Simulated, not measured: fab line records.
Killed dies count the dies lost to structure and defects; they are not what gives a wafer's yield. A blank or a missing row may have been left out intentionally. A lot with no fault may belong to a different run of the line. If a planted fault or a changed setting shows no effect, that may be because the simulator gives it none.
Which of the tools did it? :: flow rit-cmos :: at 1 step of a route of 202, 14 lots with 42 wafers sampled

== WHAT THE GAUGES READ, wafer by wafer ==
Not one reading of a measure or inspect step in the record can be checked against a usual standard deviation.

== EACH LOT AND THE TOOL THAT RAN IT (in order: tool; ch and the chambers of the sampled wafers; start) ==
lot: L343
RIT_PLDD_EXPOSE_03: iline-stepper-01 ch 0, day 3 04:41

lot: L345
RIT_PLDD_EXPOSE_03: iline-stepper-01 ch 0, day 3 11:04

lot: L349
RIT_PLDD_EXPOSE_03: iline-stepper-01 ch 0, day 4 05:13

lot: L350
RIT_PLDD_EXPOSE_03: iline-stepper-01 ch 0, day 4 11:07

lot: L351
RIT_PLDD_EXPOSE_03: iline-stepper-02 ch 0, day 4 13:15

lot: L352
RIT_PLDD_EXPOSE_03: iline-stepper-01, day 4 21:07

lot: L353
RIT_PLDD_EXPOSE_03: iline-stepper-02, day 5 01:56

lot: L358
RIT_PLDD_EXPOSE_03: iline-stepper-01 ch 0, day 6 03:29

lot: L359
RIT_PLDD_EXPOSE_03: iline-stepper-01 ch 0, day 6 07:55

lot: L362
RIT_PLDD_EXPOSE_03: iline-stepper-02 ch 0, day 6 19:53

lot: L363
RIT_PLDD_EXPOSE_03: iline-stepper-01 ch 0, day 7 00:19

lot: L364
RIT_PLDD_EXPOSE_03: iline-stepper-02 ch 0, day 7 05:45

lot: L365
RIT_PLDD_EXPOSE_03: iline-stepper-02 ch 0, day 7 14:05

lot: L366
RIT_PLDD_EXPOSE_03: iline-stepper-01 ch 0, day 7 18:11
- RIT_PLDD_EXPOSE_03: exposes mask M8, target cd 40900 nm.

== AS READ BY THE TOOLS THEMSELVES (means over the sampled wafers that have a number; for cases with no such wafer, the mark the record gives instead) ==
RIT_PLDD_EXPOSE_03. Usual: exposure-dose-mJ-cm2 250.00, standard deviation 0.23; focus-offset-nm -0.1 nm, standard deviation 0.53; stage-vel-mm-s 499.99 mm/s, standard deviation 0.25.
lot: L343
tool: iline-stepper-01
exposure-dose-mJ-cm2: 250.11
focus-offset-nm (nm): -0.4
stage-vel-mm-s (mm/s): 500.13
flag: 

lot: L345
tool: iline-stepper-01
exposure-dose-mJ-cm2: 250.24
focus-offset-nm (nm): -0.1
stage-vel-mm-s (mm/s): 499.80
flag: 

lot: L349
tool: iline-stepper-01
exposure-dose-mJ-cm2: 249.83
focus-offset-nm (nm): -1.1
stage-vel-mm-s (mm/s): 500.06
flag: 

lot: L350
tool: iline-stepper-01
exposure-dose-mJ-cm2: 250.15
focus-offset-nm (nm): 0.5
stage-vel-mm-s (mm/s): 499.87
flag: 

lot: L351
tool: iline-stepper-02
exposure-dose-mJ-cm2: 249.91
focus-offset-nm (nm): 0.2
stage-vel-mm-s (mm/s): 500.06
flag: 

lot: L352
tool: iline-stepper-01
exposure-dose-mJ-cm2: -
focus-offset-nm (nm): -
stage-vel-mm-s (mm/s): -
flag: OFF

lot: L353
tool: iline-stepper-02
exposure-dose-mJ-cm2: -
focus-offset-nm (nm): -
stage-vel-mm-s (mm/s): -
flag: OFF

lot: L358
tool: iline-stepper-01
exposure-dose-mJ-cm2: 250.04
focus-offset-nm (nm): 0.3
stage-vel-mm-s (mm/s): 499.90
flag: 

lot: L359
tool: iline-stepper-01
exposure-dose-mJ-cm2: 249.80
focus-offset-nm (nm): 0.3
stage-vel-mm-s (mm/s): 499.99
flag: 

lot: L362
tool: iline-stepper-02
exposure-dose-mJ-cm2: 249.89
focus-offset-nm (nm): 0.4
stage-vel-mm-s (mm/s): 500.01
flag: 

lot: L363
tool: iline-stepper-01
exposure-dose-mJ-cm2: 249.82
focus-offset-nm (nm): -0.2
stage-vel-mm-s (mm/s): 500.20
flag: 

lot: L364
tool: iline-stepper-02
exposure-dose-mJ-cm2: 250.36
focus-offset-nm (nm): -0.4
stage-vel-mm-s (mm/s): 499.81
flag: 

lot: L365
tool: iline-stepper-02
exposure-dose-mJ-cm2: 249.85
focus-offset-nm (nm): 0.2
stage-vel-mm-s (mm/s): 500.16
flag: 

lot: L366
tool: iline-stepper-01
exposure-dose-mJ-cm2: 249.86
focus-offset-nm (nm): -0.7
stage-vel-mm-s (mm/s): 500.00
flag: 

== THE ANSWER, worked out from the rows above alone ==
Rule: a lot counts as off when the mean over its wafers that have a number is more than 3 standard deviations away from the usual mean. A lot without any number at a reading at which 4 lots or more have one is off too. Where the step has rows for the other lots, those lots are counted as sound. First the gauges in route order, then the tools' own readings, where a lot's mean is used as printed above. The first step at which some lot is off is used, and at that step the reading that is off furthest; a lot without a number counts as furthest.
Off: L352, L353, at RIT_PLDD_EXPOSE_03 (exposure-dose-mJ-cm2). Without a number there: L352, L353.
A tool fits if, at that step or a process step before it, it ran every lot that is off, and no sound lot after the first of them. Of those tried, none fits.

== WHAT THE SIMULATOR HAD INSERTED ==
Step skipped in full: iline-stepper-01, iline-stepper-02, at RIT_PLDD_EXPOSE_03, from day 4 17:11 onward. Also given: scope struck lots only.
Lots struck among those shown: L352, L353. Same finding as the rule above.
